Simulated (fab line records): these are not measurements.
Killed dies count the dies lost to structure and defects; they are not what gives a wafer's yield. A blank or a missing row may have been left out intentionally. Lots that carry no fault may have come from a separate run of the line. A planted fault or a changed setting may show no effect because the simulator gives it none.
fab line records	flow rit-cmos	part 1 of 2: steps 1 to 29 of 44
record lots=5	wafers=15	last-day=6
route steps=202 shown ACTIVE@2 FOX1@20 FOX2@23 NWELL@28 PWELL@39
lots that met no fault: taken from a fault-free run of the same line
start-h: hours from the record's first day to the start of the lot's first wafer shown	wait-h: hours from the lot's prior step to this one	" identical to the entry in the row above	L1.1+2: a single row standing in for several wafers	- value missing, or start not given	* or withheld: withheld	< > ~ a bound
route shown NAME@n: NAME is a module with steps in the file, n the number in the route of the first one	usual: average and standard deviation across the fault-free wafers	same: alike in all rows	chamber/n: place in a boat	sites: the reading at each site	_std_site: standard deviation across them	_edge_site: inner sites' mean taken away from outer sites' mean	radius-mm: how far each site lies from the wafer's centre	mask NAME#n: copy n	behind: tool/chamber where the wafer was last shaped	hold: why the lot was held/for how many hours/how that ended	device: the n, p or np transistor that did not switch	end of line: the same wafers' tests at the end of the route	a step given without rows: its recipe and nothing more	killed: at the first sort, the dies lost to defects and structure; wafer yield is something else	map: shows each die of a wafer: x if killed, . if not, _ if none is there
set.NAME: setting as actually run; set.NAME@STEP: the setting as run at that earlier step	model.NAME: the simulator's own value behind a step, which no gauge read
a table for each step, a row for each wafer; lots at some steps of the route
services: a tool's chamber out of use, with start hour (start-h, from the record's first day; less than 0 if before it), hours out, and reason
## steps
# step RIT_ACTIVE_OXIDATION_01
# recipe temp-c=1000	ambient=O2	target-thk-a=468	ox-time-s=3360
# usual spike-tc-centre-C=1002.0/1.1
lot.wafer	tool	chamber	start-h	wait-h	spike-tc-centre-C
L076.2	furnace-03	0	20.12	0.1	1002.1
L076.4	"	0	"	"	1003.2
L076.6	"	0	"	"	1003.2
L079.3	furnace-03	0	35.13	0.1	1002.0
L079.4	"	0	"	"	1002.9
L079.5	"	0	"	"	1001.1
L083.1	furnace-01	0	55.86	0.8	1000.7
L083.4	"	0	"	"	1002.4
L083.6	"	0	"	"	999.7
L087.3	furnace-03	0	75.12	0.1	1000.9
L087.4	"	0	"	"	1001.5
L087.5	"	0	"	"	1001.9
L092.3	furnace-01	0	100.12	0.1	1002.4
L092.5	"	0	"	"	1001.9
L092.6	"	0	"	"	1002.2
# step RIT_ACTIVE_THK_MEAS_02
# recipe reads=SiO2_of_ACTIVE_OXIDATION_01
# usual ACTIVE_OXIDE_THK=47.2/1
lot.wafer	tool	chamber	start-h	wait-h	ACTIVE_OXIDE_THK[nm]
L076.2	film-metro-04	-	22.06	0.0	47.1
L076.4	"	-	"	"	46.7
L076.6	"	-	"	"	47.2
L079.3	film-metro-04	-	37.08	0.0	47.2
L079.4	"	-	"	"	47.7
L079.5	"	-	"	"	48.1
L083.1	film-metro-04	-	57.79	0.0	46.1
L083.4	"	-	"	"	45.7
L083.6	"	-	"	"	45.8
L087.3	film-metro-03	-	77.07	0.0	49.1
L087.4	"	-	"	"	49.0
L087.5	"	-	"	"	49.1
L092.3	film-metro-03	-	102.07	0.0	47.6
L092.5	"	-	"	"	48.2
L092.6	"	-	"	"	48.0
# step RIT_ACTIVE_CVD_03
# recipe material=Si3N4	target-thk-nm=150	temp-c=810	precursor=SiH2Cl2/NH3	time-s=1500	pressure-mtorr=300	sih2cl2-flow-sccm=60	nh3-flow-sccm=150
# usual spike-tc-centre-C=812.3/1.3
lot.wafer	tool	chamber	start-h	wait-h	spike-tc-centre-C
L076.2	lpcvd-02	1	22.11	0.0	813.0
L076.4	"	1	"	"	811.5
L076.6	"	1	"	"	812.7
L079.3	lpcvd-02	0	37.12	0.0	813.8
L079.4	"	0	"	"	811.5
L079.5	"	0	"	"	812.3
L083.1	lpcvd-01	0	57.85	0.1	810.8
L083.4	"	0	"	"	811.8
L083.6	"	0	"	"	810.8
L087.3	lpcvd-02	0	77.29	0.2	811.6
L087.4	"	0	"	"	810.8
L087.5	"	0	"	"	812.2
L092.3	lpcvd-01	1	104.59	2.5	812.6
L092.5	"	1	"	"	812.4
L092.6	"	1	"	"	811.8
# step RIT_ACTIVE_THK_MEAS_04
# recipe reads=Si3N4_of_ACTIVE_CVD_03
# usual ACTIVE_NITRIDE_THK=150.5/1.3
lot.wafer	tool	chamber	start-h	wait-h	ACTIVE_NITRIDE_THK[nm]
L076.2	film-metro-03	-	25.31	0.0	149.1
L076.4	"	-	"	"	149.9
L076.6	"	-	"	"	150.3
L079.3	film-metro-02	-	38.56	0.0	150.1
L079.4	"	-	"	"	151.8
L079.5	"	-	"	"	150.8
L083.1	film-metro-02	-	59.27	0.0	150.7
L083.4	"	-	"	"	151.2
L083.6	"	-	"	"	152.3
L087.3	film-metro-04	-	79.44	0.0	147.8
L087.4	"	-	"	"	148.5
L087.5	"	-	"	"	147.9
L092.3	film-metro-03	-	106.02	0.0	149.5
L092.5	"	-	"	"	150.0
L092.6	"	-	"	"	151.4
# step RIT_ACTIVE_HMDS_05
# recipe prime-time-s=60	prime-temp-c=140
lot.wafer	tool	chamber	start-h	wait-h
L076.2+4+6	litho-track-04	0	25.39	0.1
L079.3+4+5	litho-track-02	0	38.65	0.1
L083.1+4+6	litho-track-02	0	59.33	0.1
L087.3+4+5	litho-track-04	0	79.53	0.1
L092.3+5+6	litho-track-02	0	106.11	0.1
# step RIT_ACTIVE_COAT_06
# recipe resist=NOVOLAK	spin-rpm=3250	resist-thk-nm=1000
lot.wafer	tool	chamber	start-h	wait-h
L076.2+4+6	litho-track-04	0	25.54	0.1
L079.3+4+5	litho-track-02	0	38.80	0.1
L083.1+4+6	litho-track-02	0	59.48	0.1
L087.3+4+5	litho-track-04	0	79.68	0.1
L092.3+5+6	litho-track-02	0	106.26	0.1
# step RIT_ACTIVE_SOFTBAKE_07
# recipe resist=NOVOLAK	temp-c=90	time-s=60
# usual heater-power-total-W=34.56/0.052
lot.wafer	tool	chamber	start-h	wait-h	heater-power-total-W
L076.2	litho-track-04	0	25.69	0.1	34.52
L076.4	"	0	"	"	34.60
L076.6	"	0	"	"	34.56
L079.3	litho-track-02	0	38.95	0.1	34.61
L079.4	"	0	"	"	34.68
L079.5	"	0	"	"	34.63
L083.1	litho-track-02	0	59.63	0.1	34.60
L083.4	"	0	"	"	34.46
L083.6	"	0	"	"	34.63
L087.3	litho-track-04	0	79.83	0.1	34.53
L087.4	"	0	"	"	34.58
L087.5	"	0	"	"	34.52
L092.3	litho-track-02	0	106.41	0.1	34.49
L092.5	"	0	"	"	34.57
L092.6	"	0	"	"	34.56
# step RIT_ACTIVE_EXPOSE_08
# recipe mask-id=M1	na=0.6	source-shape=conventional	sigma-outer=0.6	target-cd-nm=1400	dose-mj=225
# same na=0.6
lot.wafer	tool	chamber	start-h	wait-h	mask
L076.2+4+6	iline-stepper-01	0	26.03	0.3	M1#0
L079.3+4+5	iline-stepper-01	0	39.09	0.1	M1#0
L083.1+4+6	iline-stepper-02	0	59.78	0.1	M1#0
L087.3+4+5	iline-stepper-01	0	79.97	0.1	M1#0
L092.3+5+6	iline-stepper-01	0	106.68	0.2	M1#0
# step RIT_ACTIVE_PEB_09
# recipe resist=NOVOLAK	temp-c=withheld	time-s=withheld
lot.wafer	tool	chamber	start-h	wait-h
L076.2+4+6	litho-track-01	0	26.22	0.2
L079.3+4+5	litho-track-02	0	39.22	0.1
L083.1+4+6	litho-track-02	0	59.89	0.1
L087.3+4+5	litho-track-04	0	80.09	0.1
L092.3+5+6	litho-track-01	0	106.80	0.1
# step RIT_ACTIVE_DEVELOP_10
# recipe resist=NOVOLAK	develop-time-s=50	dev-temp-c=23
lot.wafer	tool	chamber	start-h	wait-h
L076.2+4+6	litho-track-01	0	-	-
L079.3+4+5	litho-track-02	0	-	-
L083.1+4+6	litho-track-02	0	-	-
L087.3+4+5	litho-track-04	0	-	-
L092.3+5+6	litho-track-01	0	-	-
# step RIT_ACTIVE_CD_MEAS_11
# recipe target-cd-nm=1400
# usual cd-nm=1400.3/2.2
lot.wafer	tool	chamber	start-h	wait-h	cd-nm
L076.2	cd-sem-02	-	26.49	-	1402.0
L076.4	"	-	"	"	1401.5
L076.6	"	-	"	"	1402.0
L079.3	cd-sem-01	-	39.49	-	1401.3
L079.4	"	-	"	"	1400.7
L079.5	"	-	"	"	1400.9
L083.1	cd-sem-01	-	60.18	-	1400.6
L083.4	"	-	"	"	1400.8
L083.6	"	-	"	"	1399.3
L087.3	cd-sem-01	-	80.37	-	1397.4
L087.4	"	-	"	"	1398.7
L087.5	"	-	"	"	1400.7
L092.3	cd-sem-02	-	107.08	-	1393.9
L092.5	"	-	"	"	1394.7
L092.6	"	-	"	"	1395.0
# step RIT_ACTIVE_HARDBAKE_12
# recipe resist=NOVOLAK	temp-c=140	time-s=60
# usual heater-power-total-W=62.55/0.045
lot.wafer	tool	chamber	start-h	wait-h	heater-power-total-W
L076.2	litho-track-02	0	26.75	0.2	62.55
L076.4	"	0	"	"	62.53
L076.6	"	0	"	"	62.61
L079.3	litho-track-01	0	39.62	0.1	62.48
L079.4	"	0	"	"	62.52
L079.5	"	0	"	"	62.60
L083.1	litho-track-02	0	60.30	0.1	62.59
L083.4	"	0	"	"	62.55
L083.6	"	0	"	"	62.56
L087.3	litho-track-01	0	80.50	0.1	62.51
L087.4	"	0	"	"	62.56
L087.5	"	0	"	"	62.50
L092.3	litho-track-04	0	107.21	0.1	62.52
L092.5	"	0	"	"	62.54
L092.6	"	0	"	"	62.55
# step RIT_ACTIVE_ETCH_13
# recipe stop-on=SiO2	chemistry=SF6	target=Si3N4	time-s=210	over-etch-frac=0.4	SF6_flow_sccm=200	pressure-mtorr=260	rf-w=125	target-depth-a=2100
# usual drypump-motor-current-A=5.9/0.36	oes-product-au=0.826/0.015	throttle-valve-pct=7.44/0.11
lot.wafer	tool	chamber	start-h	wait-h	drypump-motor-current-A	oes-product-au	rf-hours-counter-h	throttle-valve-pct
L076.2	rie-diel-04	0	26.88	0.1	6.0	0.818	90	7.68
L076.4	"	3	"	"	5.9	0.804	-	7.44
L076.6	"	0	"	"	6.0	0.821	-	7.67
L079.3	rie-diel-04	1	39.72	0.1	6.6	0.821	83	7.43
L079.4	"	0	"	"	6.0	0.825	-	7.69
L079.5	"	3	"	"	5.8	0.811	-	7.44
L083.1	rie-diel-02	1	60.45	0.1	6.1	0.815	20	7.24
L083.4	"	2	"	"	5.8	0.827	63	7.44
L083.6	"	2	"	"	5.8	0.828	-	7.45
L087.3	rie-diel-04	0	80.60	0.1	6.0	0.814	91	7.69
L087.4	"	1	"	"	6.6	0.813	84	7.41
L087.5	"	0	"	"	6.0	0.812	-	7.68
L092.3	rie-diel-02	0	107.31	0.1	6.2	0.831	5	7.48
L092.5	"	0	"	"	6.2	0.835	-	7.47
L092.6	"	3	"	"	5.7	0.796	-	7.65
# step RIT_ACTIVE_STRIP_14
# recipe chemistry=O2	time-s=180	resist=NOVOLAK	platen-temp-c=withheld	power-w=500	pressure-mtorr=4000	o2-flow-sccm=4000
# usual drypump-motor-current-A=5.5/0.35
lot.wafer	tool	chamber	start-h	wait-h	drypump-motor-current-A	rf-hours-counter-h
L076.2	plasma-asher-03	1	27.01	0.1	5.5	38
L076.4	"	1	"	"	5.5	-
L076.6	"	0	"	"	5.1	-
L079.3	plasma-asher-01	1	39.91	0.1	5.8	-
L079.4	"	0	"	"	5.9	-
L079.5	"	0	"	"	5.9	-
L083.1	plasma-asher-01	0	60.58	0.1	5.9	43
L083.4	"	0	"	"	5.9	-
L083.6	"	0	"	"	5.9	-
L087.3	plasma-asher-02	1	80.79	0.1	4.9	-
L087.4	"	0	"	"	5.6	-
L087.5	"	0	"	"	5.6	-
L092.3	plasma-asher-01	0	107.50	0.1	5.9	-
L092.5	"	0	"	"	5.9	-
L092.6	"	1	"	"	5.8	-
# step RIT_ACTIVE_CD_MEAS_90
# recipe target-cd-nm=1400
# usual cd-nm=1400.3/2.2
lot.wafer	tool	chamber	start-h	wait-h	cd-nm
L076.2	cd-sem-02	-	27.20	0.1	1402.1
L076.4	"	-	"	"	1401.4
L076.6	"	-	"	"	1402.0
L079.3	cd-sem-02	-	40.07	0.1	1401.9
L079.4	"	-	"	"	1400.6
L079.5	"	-	"	"	1400.9
L083.1	cd-sem-01	-	60.76	0.1	1400.8
L083.4	"	-	"	"	1400.8
L083.6	"	-	"	"	1399.3
L087.3	cd-sem-01	-	80.94	0.1	1397.4
L087.4	"	-	"	"	1399.5
L087.5	"	-	"	"	1400.3
L092.3	cd-sem-01	-	107.66	0.1	1393.6
L092.5	"	-	"	"	1394.7
L092.6	"	-	"	"	1395.0
# step RIT_ACTIVE_CLEAN_15
# recipe chemistry=SC1	mix=3:3:50	time-s=600	temp-c=75
# usual bath-heat-duty-pct=15.6/1.6	temp-c=74.99/0.12
lot.wafer	tool	chamber	start-h	wait-h	bath-heat-duty-pct	temp-c
L076.2	wet-bench-04	1	27.30	0.1	16.5	74.94
L076.4	"	1	"	"	15.7	74.96
L076.6	"	1	"	"	15.8	74.79
L079.3	wet-bench-01	0	40.15	0.1	18.4	74.93
L079.4	"	0	"	"	16.5	75.07
L079.5	"	0	"	"	18.7	74.90
L083.1	wet-bench-04	1	60.88	0.1	17.7	74.81
L083.4	"	1	"	"	17.2	74.92
L083.6	"	1	"	"	16.7	74.95
L087.3	wet-bench-04	0	81.02	0.1	14.1	74.89
L087.4	"	0	"	"	14.0	74.94
L087.5	"	0	"	"	14.4	74.83
L092.3	wet-bench-01	1	107.74	0.1	17.3	74.93
L092.5	"	1	"	"	16.9	75.04
L092.6	"	1	"	"	15.0	75.27
# step RIT_ACTIVE_CLEAN_16
# recipe chemistry=dHF	dilution=50:1	time-s=30
lot.wafer	tool	chamber	start-h	wait-h
L076.2+4+6	wet-bench-01	3	27.48	0.0
L079.3+4+5	wet-bench-04	2	40.32	0.0
L083.1+4+6	wet-bench-03	2	61.05	0.0
L087.3+4+5	wet-bench-01	0	81.20	0.0
L092.3+5+6	wet-bench-04	3	107.94	0.0
# step RIT_ACTIVE_CLEAN_17
# recipe chemistry=SC2	mix=3:3:50	time-s=600	temp-c=75	dry=n2-spin
# usual bath-heat-duty-pct=15.4/1.6	temp-c=75.00/0.14
lot.wafer	tool	chamber	start-h	wait-h	bath-heat-duty-pct	temp-c
L076.2	wet-bench-03	1	27.50	0.0	15.9	75.17
L076.4	"	1	"	"	15.0	75.25
L076.6	"	1	"	"	14.8	75.13
L079.3	wet-bench-03	2	40.34	0.0	15.2	74.92
L079.4	"	2	"	"	17.4	74.75
L079.5	"	2	"	"	16.4	74.98
L083.1	wet-bench-04	3	61.08	0.0	16.3	74.66
L083.4	"	3	"	"	17.7	74.85
L083.6	"	3	"	"	17.3	74.71
L087.3	wet-bench-04	2	81.22	0.0	15.6	75.02
L087.4	"	2	"	"	15.2	75.15
L087.5	"	2	"	"	15.9	74.87
L092.3	wet-bench-01	2	107.96	0.0	12.8	74.98
L092.5	"	2	"	"	11.1	74.96
L092.6	"	2	"	"	13.2	74.79
# step RIT_FOX1_OXIDATION_00
# recipe temp-c=1100	ambient=H2O	target-thk-a=3507	p-h2o-torr=720	ox-time-s=1130
# usual spike-tc-centre-C=1101.8/1.3
lot.wafer	tool	chamber	start-h	wait-h	spike-tc-centre-C
L076.2	furnace-02	0	27.85	0.0	1102.1
L076.4	"	0	"	"	1100.6
L076.6	"	0	"	"	1102.2
L079.3	furnace-01	0	42.52	2.0	1101.4
L079.4	"	0	"	"	1101.0
L079.5	"	0	"	"	1100.2
L083.1	furnace-04	0	61.26	0.0	1103.9
L083.4	"	0	"	"	1104.0
L083.6	"	0	"	"	1101.7
L087.3	furnace-01	0	81.97	0.6	1100.2
L087.4	"	0	"	"	1099.0
L087.5	"	0	"	"	1101.6
L092.3	furnace-01	0	108.17	0.0	1102.2
L092.5	"	0	"	"	1100.8
L092.6	"	0	"	"	1100.5
# step RIT_FOX1_THK_MEAS_01
# recipe reads=SiO2_of_FOX1_OXIDATION_00
# usual FOX1_OXIDE_THK=351/9.6
lot.wafer	tool	chamber	start-h	wait-h	FOX1_OXIDE_THK[nm]
L076.2	film-metro-02	-	29.17	0.0	353
L076.4	"	-	"	"	361
L076.6	"	-	"	"	359
L079.3	film-metro-01	-	43.85	0.0	326
L079.4	"	-	"	"	328
L079.5	"	-	"	"	325
L083.1	film-metro-01	-	62.57	0.0	336
L083.4	"	-	"	"	336
L083.6	"	-	"	"	335
L087.3	film-metro-02	-	83.30	0.0	359
L087.4	"	-	"	"	352
L087.5	"	-	"	"	355
L092.3	film-metro-01	-	109.50	0.0	352
L092.5	"	-	"	"	349
L092.6	"	-	"	"	349
# step RIT_FOX1_WET_ETCH_02
# recipe chemistry=BOE	target-depth-nm=350	time-s=390	temp-c=21.5	dry=n2-spin	dilution=10:1	target=SiO2
# usual bath-heat-duty-pct=1.7/0.4	temp-c=21.52/0.11
lot.wafer	tool	chamber	start-h	wait-h	bath-heat-duty-pct	temp-c
L076.2	wet-bench-01	1	29.22	0.0	1.6	21.37
L076.4	"	1	"	"	1.9	21.41
L076.6	"	1	"	"	2.5	21.58
L079.3	wet-bench-02	1	43.89	0.0	1.6	21.53
L079.4	"	1	"	"	1.7	21.43
L079.5	"	1	"	"	2.7	21.63
L083.1	wet-bench-01	2	62.63	0.1	1.3	21.62
L083.4	"	2	"	"	1.5	21.45
L083.6	"	2	"	"	1.5	21.67
L087.3	wet-bench-03	3	83.34	0.0	2.4	21.53
L087.4	"	3	"	"	1.9	21.66
L087.5	"	3	"	"	2.5	21.56
L092.3	wet-bench-03	2	109.54	0.0	1.3	21.37
L092.5	"	2	"	"	1.7	21.50
L092.6	"	2	"	"	1.8	21.41
# step RIT_FOX2_OXIDATION_00
# recipe temp-c=1100	ambient=H2O	target-thk-a=3507	p-h2o-torr=720	ox-time-s=1130
# usual spike-tc-centre-C=1102.1/1.1
lot.wafer	tool	chamber	start-h	wait-h	spike-tc-centre-C
L076.2	furnace-03	0	29.35	0.0	1102.5
L076.4	"	0	"	"	1103.6
L076.6	"	0	"	"	1101.5
L079.3	furnace-03	0	44.01	0.0	1102.0
L079.4	"	0	"	"	1104.2
L079.5	"	0	"	"	1102.5
L083.1	furnace-04	0	62.76	0.0	1101.2
L083.4	"	0	"	"	1101.7
L083.6	"	0	"	"	1102.3
L087.3	furnace-04	0	83.46	0.0	1102.3
L087.4	"	0	"	"	1101.3
L087.5	"	0	"	"	1101.5
L092.3	furnace-01	0	109.66	0.0	1102.9
L092.5	"	0	"	"	1100.4
L092.6	"	0	"	"	1102.5
# step RIT_FOX2_THK_MEAS_01
# recipe reads=SiO2_of_FOX2_OXIDATION_00
# usual FOX2_OXIDE_THK=349/6.6
lot.wafer	tool	chamber	start-h	wait-h	FOX2_OXIDE_THK[nm]
L076.2	film-metro-01	-	30.67	0.0	346
L076.4	"	-	"	"	338
L076.6	"	-	"	"	342
L079.3	film-metro-01	-	45.35	0.0	348
L079.4	"	-	"	"	349
L079.5	"	-	"	"	353
L083.1	film-metro-04	-	64.07	0.0	341
L083.4	"	-	"	"	349
L083.6	"	-	"	"	348
L087.3	film-metro-04	-	84.79	0.0	342
L087.4	"	-	"	"	340
L087.5	"	-	"	"	337
L092.3	film-metro-04	-	110.99	0.0	362
L092.5	"	-	"	"	361
L092.6	"	-	"	"	355
# step RIT_FOX2_CLEAN_02
# recipe chemistry=dHF	dilution=50:1	time-s=180
lot.wafer	tool	chamber	start-h	wait-h
L076.2+4+6	wet-bench-02	3	30.72	0.0
L079.3+4+5	wet-bench-02	2	45.39	0.0
L083.1+4+6	wet-bench-04	2	64.13	0.1
L087.3+4+5	wet-bench-04	3	84.83	0.0
L092.3+5+6	wet-bench-02	1	111.03	0.0
# step RIT_FOX2_WET_ETCH_03
# recipe chemistry=H3PO4	target=Si3N4	target-depth-nm=195	temp-c=165	time-s=2700
# usual bath-heat-duty-pct=28.6/2.4	temp-c=165.03/0.16
lot.wafer	tool	chamber	start-h	wait-h	bath-heat-duty-pct	temp-c
L076.2	wet-bench-01	1	30.79	0.0	28.7	165.19
L076.4	"	1	"	"	29.8	165.28
L076.6	"	1	"	"	30.4	165.28
L079.3	wet-bench-02	3	45.44	0.0	27.0	165.18
L079.4	"	3	"	"	27.9	164.92
L079.5	"	3	"	"	26.5	164.73
L083.1	wet-bench-01	3	64.19	0.0	27.4	164.88
L083.4	"	3	"	"	28.1	165.07
L083.6	"	3	"	"	29.0	164.90
L087.3	wet-bench-02	0	84.90	0.0	29.6	164.87
L087.4	"	0	"	"	27.9	164.90
L087.5	"	0	"	"	27.4	165.00
L092.3	wet-bench-04	1	111.10	0.0	29.2	165.11
L092.5	"	1	"	"	29.2	164.95
L092.6	"	1	"	"	30.2	164.89
# step RIT_FOX2_THK_MEAS_90
# recipe reads=SiO2_of_FOX2_OXIDATION_00
# usual FIELD_OXIDE_LEFT_1_THK=322/6.7
lot.wafer	tool	chamber	start-h	wait-h	FIELD_OXIDE_LEFT_1_THK[nm]
L076.2	film-metro-01	-	31.63	0.0	318
L076.4	"	-	"	"	310
L076.6	"	-	"	"	315
L079.3	film-metro-01	-	46.22	0.0	321
L079.4	"	-	"	"	322
L079.5	"	-	"	"	326
L083.1	film-metro-01	-	65.02	0.0	314
L083.4	"	-	"	"	323
L083.6	"	-	"	"	321
L087.3	film-metro-03	-	85.74	0.0	315
L087.4	"	-	"	"	313
L087.5	"	-	"	"	310
L092.3	film-metro-03	-	111.88	0.0	335
L092.5	"	-	"	"	334
L092.6	"	-	"	"	328
# step RIT_NWELL_HMDS_00
# recipe prime-time-s=60	prime-temp-c=140
lot.wafer	tool	chamber	start-h	wait-h
L076.2+4+6	litho-track-02	0	31.70	0.1
L079.3+4+5	litho-track-01	0	46.31	0.1
L083.1+4+6	litho-track-01	0	65.08	0.1
L087.3+4+5	litho-track-02	0	85.83	0.1
L092.3+5+6	litho-track-01	0	111.97	0.1
# step RIT_NWELL_COAT_01
# recipe resist=NOVOLAK	spin-rpm=2000	resist-thk-nm=1300
lot.wafer	tool	chamber	start-h	wait-h
L076.2+4+6	litho-track-02	0	31.85	0.1
L079.3+4+5	litho-track-01	0	46.46	0.1
L083.1+4+6	litho-track-01	0	65.23	0.1
L087.3+4+5	litho-track-02	0	85.98	0.1
L092.3+5+6	litho-track-01	0	112.12	0.1
# step RIT_NWELL_SOFTBAKE_02
# recipe resist=NOVOLAK	temp-c=90	time-s=60
# usual heater-power-total-W=34.56/0.049
lot.wafer	tool	chamber	start-h	wait-h	heater-power-total-W
L076.2	litho-track-02	0	32.00	0.1	34.56
L076.4	"	0	"	"	34.59
L076.6	"	0	"	"	34.52
L079.3	litho-track-01	0	46.61	0.1	34.46
L079.4	"	0	"	"	34.59
L079.5	"	0	"	"	34.53
L083.1	litho-track-01	0	65.38	0.1	34.54
L083.4	"	0	"	"	34.56
L083.6	"	0	"	"	34.58
L087.3	litho-track-02	0	86.13	0.1	34.57
L087.4	"	0	"	"	34.50
L087.5	"	0	"	"	34.49
L092.3	litho-track-01	0	112.27	0.1	34.54
L092.5	"	0	"	"	34.66
L092.6	"	0	"	"	34.64
